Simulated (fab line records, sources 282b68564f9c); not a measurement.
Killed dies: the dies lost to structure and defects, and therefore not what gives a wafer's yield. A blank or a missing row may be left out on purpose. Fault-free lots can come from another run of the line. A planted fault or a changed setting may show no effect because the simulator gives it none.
Commonality check across tools + flow rit-cmos + Lots sampled 14, wafers sampled 42

## REASON FOR OPENING
2 of 14 lots carry a flag on the reading PWELL_RS at RIT_WELLDRIVE_RS_MEAS_02. Wafers without a fault read 429.7 ohm/sq, standard deviation 1.5.
Rule: a lot is flagged in two cases, either no wafer of it has a number, or all its wafers with numbers fall more than 4 standard deviations from that mean. The rest of the lots are taken to be sound.

| lot  | measured    | on            | PWELL_RS (ohm/sq), wafer by wafer | flag    |
|------|-------------|---------------|-----------------------------------|---------|
| L387 | day 2 05:44 | film-metro-02 | 430.4 429.2 430.8                 |         |
| L388 | day 2 11:04 | film-metro-02 | 431.4 430.9 430.4                 |         |
| L390 | day 2 21:22 | film-metro-01 | 427.0 429.3 428.5                 |         |
| L391 | day 3 02:25 | film-metro-02 | 430.9 430.6 431.2                 |         |
| L392 | day 3 07:47 | film-metro-04 | 428.7 427.2 428.1                 |         |
| L398 | day 4 15:48 | film-metro-04 | 438.9 438.9 439.5                 | FLAGGED |
| L399 | day 4 20:10 | film-metro-04 | 437.2 435.8 435.9                 | FLAGGED |
| L402 | day 5 10:22 | film-metro-02 | 429.8 429.6 430.1                 |         |
| L403 | day 5 15:17 | film-metro-01 | 428.5 431.4 428.6                 |         |
| L404 | day 5 18:28 | film-metro-01 | 431.9 430.3 429.7                 |         |
| L405 | day 6 00:21 | film-metro-04 | 428.5 429.2 428.3                 |         |
| L406 | day 6 04:44 | film-metro-04 | 429.0 430.2 430.2                 |         |
| L408 | day 6 14:56 | film-metro-04 | 431.5 430.4 429.7                 |         |
| L410 | day 7 01:05 | film-metro-04 | 429.0 428.3 426.7                 |         |
Average over the flagged lots: 437.7 ohm/sq; offset from the usual +8.0 ohm/sq, equal to +5 standard deviations.

## EACH LOT AND THE TOOL IT RAN ON
The record holds 1 process step before the reading, out of a route of 202 steps. Read each cell as the tool, then ch plus the chambers that the sampled wafers visited, then the start.
| lot  | flag    | RIT_PWELL_IMPLANT_08           |
|------|---------|--------------------------------|
| L387 |         | implanter-04 ch 0, day 2 00:10 |
| L388 |         | implanter-01 ch 0, day 2 05:10 |
| L390 |         | implanter-01 ch 0, day 2 14:49 |
| L391 |         | implanter-03 ch 0, day 2 20:06 |
| L392 |         | implanter-03 ch 0, day 3 01:41 |
| L398 | FLAGGED | implanter-03 ch 0, day 4 08:59 |
| L399 | FLAGGED | implanter-03 ch 0, day 4 13:41 |
| L402 |         | implanter-01 ch 0, day 5 04:05 |
| L403 |         | implanter-04 ch 0, day 5 08:55 |
| L404 |         | implanter-01 ch 0, day 5 12:53 |
| L405 |         | implanter-01 ch 0, day 5 18:46 |
| L406 |         | implanter-04 ch 0, day 5 22:52 |
| L408 |         | implanter-01 ch 0, day 6 09:22 |
| L410 |         | implanter-03 ch 0, day 6 18:27 |
What is done by these steps:
- RIT_PWELL_IMPLANT_08
- RIT_WELLDRIVE_RS_MEAS_02: measures by four-point-probe.

## FLAGGED OVER TOTAL, TOOL BY TOOL (the gauges that took the reading come last)
| step                     | tool          | lots run | flagged | share of the flagged lots | sound lots run after its first flagged lot |
|--------------------------|---------------|----------|---------|---------------------------|--------------------------------------------|
| RIT_PWELL_IMPLANT_08     | implanter-01  | 6        | 0       | none                      | -                                          |
| RIT_PWELL_IMPLANT_08     | implanter-03  | 5        | 2       | all                       | 1 (L410)                                   |
| RIT_PWELL_IMPLANT_08     | implanter-04  | 3        | 0       | none                      | -                                          |
| RIT_WELLDRIVE_RS_MEAS_02 | film-metro-01 | 3        | 0       | none                      | -                                          |
| RIT_WELLDRIVE_RS_MEAS_02 | film-metro-02 | 4        | 0       | none                      | -                                          |
| RIT_WELLDRIVE_RS_MEAS_02 | film-metro-04 | 7        | 2       | all                       | 4 (L405,L406,L408,L410)                    |

## WHAT IS ALLOWED BY THE TABLE
Table rows that saw every flagged lot: 2, namely implanter-03 at RIT_PWELL_IMPLANT_08 and film-metro-04 at RIT_WELLDRIVE_RS_MEAS_02.
- implanter-03 at RIT_PWELL_IMPLANT_08 ran 5 lots, 2 of them flagged. Sound lots followed the first flagged one (L410) on it, something a lasting fault affecting the whole tool could not allow. Its own readings (beam-energy-keV) fall more than 4 standard deviations out on all wafers of the flagged lots.
- film-metro-04 at RIT_WELLDRIVE_RS_MEAS_02 ran 7 lots, 2 of them flagged. Sound lots followed the first flagged one (L405, L406, L408, L410) on it, something a lasting fault affecting the whole tool could not allow.
Not one row of the table ran every flagged lot while running no sound lot after the first.

## WHAT HAD BEEN PUT IN BY THE SIMULATOR
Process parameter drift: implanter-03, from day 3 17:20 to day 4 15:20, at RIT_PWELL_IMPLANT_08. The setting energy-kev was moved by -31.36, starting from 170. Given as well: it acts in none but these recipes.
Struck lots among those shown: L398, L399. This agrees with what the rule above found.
